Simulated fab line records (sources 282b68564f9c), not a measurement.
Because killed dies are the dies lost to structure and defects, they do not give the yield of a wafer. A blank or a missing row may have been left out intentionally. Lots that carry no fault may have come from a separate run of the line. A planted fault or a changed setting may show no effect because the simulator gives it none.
Which of the tools did it? + flow ritCmos + Sampling: 14 lots, 42 wafers, 2 of 202 route steps

## WHAT THE GAUGES SHOWED, per wafer
No reading from a measuring or inspecting step in the record can be judged against a usual standard deviation.

## WHAT TOOL EACH LOT RAN ON (gives the tool, then ch and the chambers of the sampled wafers, and finally the start)
| lot  | RIT_M1_STRIP_13               | RIT_M1_PROBE_99        |
|------|-------------------------------|------------------------|
| L172 | wetBench-02 ch 1, day 3 06:41 | prober-01, day 3 10:40 |
| L173 | wetBench-01 ch 3, day 3 11:10 | prober-01, day 3 13:28 |
| L174 | wetBench-03 ch 2, day 3 17:53 | prober-01, day 3 20:04 |
| L176 | wetBench-02 ch 1, day 4 05:07 | prober-01, day 4 08:37 |
| L177 | wetBench-03 ch 3, day 4 10:01 | prober-02, day 4 14:32 |
| L180 | wetBench-03 ch 3, day 5 08:52 | prober-01, day 5 11:00 |
| L184 | wetBench-02 ch 0, day 6 04:50 | prober-02, day 6 06:59 |
| L187 | wetBench-01 ch 2, day 6 15:01 | prober-01, day 6 17:09 |
| L188 | wetBench-02 ch 3, day 6 18:37 | prober-02, day 6 20:53 |
| L189 | wetBench-01 ch 3, day 6 21:12 | prober-01, day 6 23:29 |
| L192 | wetBench-02 ch 2, day 7 10:45 | prober-02, day 7 12:56 |
| L193 | wetBench-02 ch 3, day 7 15:17 | prober-01, day 7 17:22 |
| L194 | wetBench-02 ch 3, day 7 22:34 | prober-02, day 8 00:42 |
| L195 | wetBench-03 ch 2, day 8 05:57 | prober-01, day 8 08:05 |
- RIT_M1_STRIP_13: strips in nmp, time 600 s.
- RIT_M1_PROBE_99

## AS READ BY THE TOOLS THEMSELVES (means over the sampled wafers that have a number; for cases with no such wafer, the mark the record gives instead)
RIT_M1_STRIP_13.
| lot  | tool        | bathHeatDutyPct (%) | runLengthS (s) |
|------|-------------|---------------------|----------------|
| L172 | wetBench-02 | 22.8                | 627            |
| L173 | wetBench-01 | 16.1                | 633            |
| L174 | wetBench-03 | 15.9                | 629            |
| L176 | wetBench-02 | 20.9                | 636            |
| L177 | wetBench-03 | 17.0                | 579            |
| L180 | wetBench-03 | 16.9                | 579            |
| L184 | wetBench-02 | 16.3                | 626            |
| L187 | wetBench-01 | 16.9                | 629            |
| L188 | wetBench-02 | 20.1                | 634            |
| L189 | wetBench-01 | 15.2                | 627            |
| L192 | wetBench-02 | 16.9                | 626            |
| L193 | wetBench-02 | 19.6                | 627            |
| L194 | wetBench-02 | 19.2                | 627            |
| L195 | wetBench-03 | 15.3                | 627            |

RIT_M1_PROBE_99.
| lot  | tool      | defectLimitedYield (%) | killed_at_M0_to_M3 | killedAtContacts | killedAtFrontEnd | killedDies | killedOpen | killedShort | sort_bin_3_pad_short (%) | sort_bin_5_function (%) | sort_bin_6_memory (%) | sortNPass | sortYieldPct (%) |
|------|-----------|------------------------|--------------------|------------------|------------------|------------|------------|-------------|--------------------------|-------------------------|-----------------------|-----------|------------------|
| L172 | prober-01 | 96.8                   | 0.0                | 0.0              | 8.3              | 8.3        | 4.0        | 4.0         | 0.1                      | 1.7                     | 1.4                   | 255.7     | 96.8             |
| L173 | prober-01 | 98.2                   | 0.0                | 0.0              | 4.7              | 4.7        | 2.3        | 2.3         | 0.0                      | 0.9                     | 0.9                   | 259.3     | 98.2             |
| L174 | prober-01 | 98.8                   | 0.3                | 0.3              | 2.3              | 3.0        | 0.7        | 2.3         | 0.0                      | 0.8                     | 0.4                   | 261.0     | 98.8             |
| L176 | prober-01 | 97.3                   | 0.0                | 0.0              | 7.0              | 7.0        | 3.3        | 3.7         | 0.0                      | 1.6                     | 1.0                   | 257.0     | 97.3             |
| L177 | prober-02 | 97.7                   | 0.0                | 0.0              | 6.0              | 6.0        | 3.0        | 3.0         | 0.0                      | 1.6                     | 0.6                   | 258.0     | 97.7             |
| L180 | prober-01 | 96.4                   | 0.3                | 0.0              | 9.0              | 9.3        | 5.0        | 4.3         | 0.5                      | 2.2                     | 0.9                   | 254.7     | 96.4             |
| L184 | prober-02 | 97.7                   | 0.0                | 0.0              | 6.0              | 6.0        | 1.3        | 4.7         | 0.3                      | 1.5                     | 0.5                   | 258.0     | 97.7             |
| L187 | prober-01 | 97.7                   | 0.0                | 0.3              | 5.7              | 6.0        | 4.3        | 1.7         | 0.1                      | 1.5                     | 0.6                   | 258.0     | 97.7             |
| L188 | prober-02 | 98.2                   | 0.0                | 0.0              | 4.7              | 4.7        | 2.7        | 2.0         | 0.0                      | 1.4                     | 0.4                   | 259.3     | 98.2             |
| L189 | prober-01 | 96.1                   | 0.0                | 0.0              | 10.3             | 10.3       | 6.3        | 4.0         | 0.1                      | 3.1                     | 0.8                   | 253.7     | 96.1             |
| L192 | prober-02 | 97.6                   | 0.0                | 0.0              | 6.3              | 6.3        | 3.0        | 3.3         | 0.1                      | 1.4                     | 0.9                   | 257.7     | 97.6             |
| L193 | prober-01 | 97.7                   | 0.0                | 0.0              | 6.0              | 6.0        | 2.7        | 3.3         | 0.1                      | 1.3                     | 0.9                   | 258.0     | 97.7             |
| L194 | prober-02 | 97.1                   | 0.0                | 0.0              | 7.7              | 7.7        | 4.0        | 3.0         | 0.1                      | 2.0                     | 0.8                   | 256.3     | 97.1             |
| L195 | prober-01 | 98.1                   | 0.0                | 0.3              | 4.7              | 5.0        | 3.0        | 2.0         | 0.3                      | 0.9                     | 0.8                   | 259.0     | 98.1             |

## THE ANSWER, worked out from the rows above alone
Rule: what is usual is taken from the lots themselves. The widest of any qualifying gaps counts: lots, ordered by their means at a reading, are off when they make up no more than a third of the lots, leave a main group of 4 or more, and stand apart from it by 3 or more times the standard deviation of that group's means. A main group whose means are all the same, to the digits that the tables above print for the reading, isn't used. Also off: a lot with no number at a reading for which 4 or more lots have one. Where the step has rows for the other lots, those lots are counted as sound. The gauges are gone through in route order, then the tools' own readings, and for those a lot's mean is taken as printed above. At the first step where some lot is off, the reading lying furthest off is the one used; lots without a number count as furthest.
Off: L177, L180, at RIT_M1_STRIP_13 (runLengthS). Main group: mean 629 s, sd 3.3.
A tool fits if, at that step or a process step before it, it ran every lot that is off, and no sound lot after the first of them. Not one of the candidates tried fits.

## WHAT THE SIMULATOR HAD PUT IN
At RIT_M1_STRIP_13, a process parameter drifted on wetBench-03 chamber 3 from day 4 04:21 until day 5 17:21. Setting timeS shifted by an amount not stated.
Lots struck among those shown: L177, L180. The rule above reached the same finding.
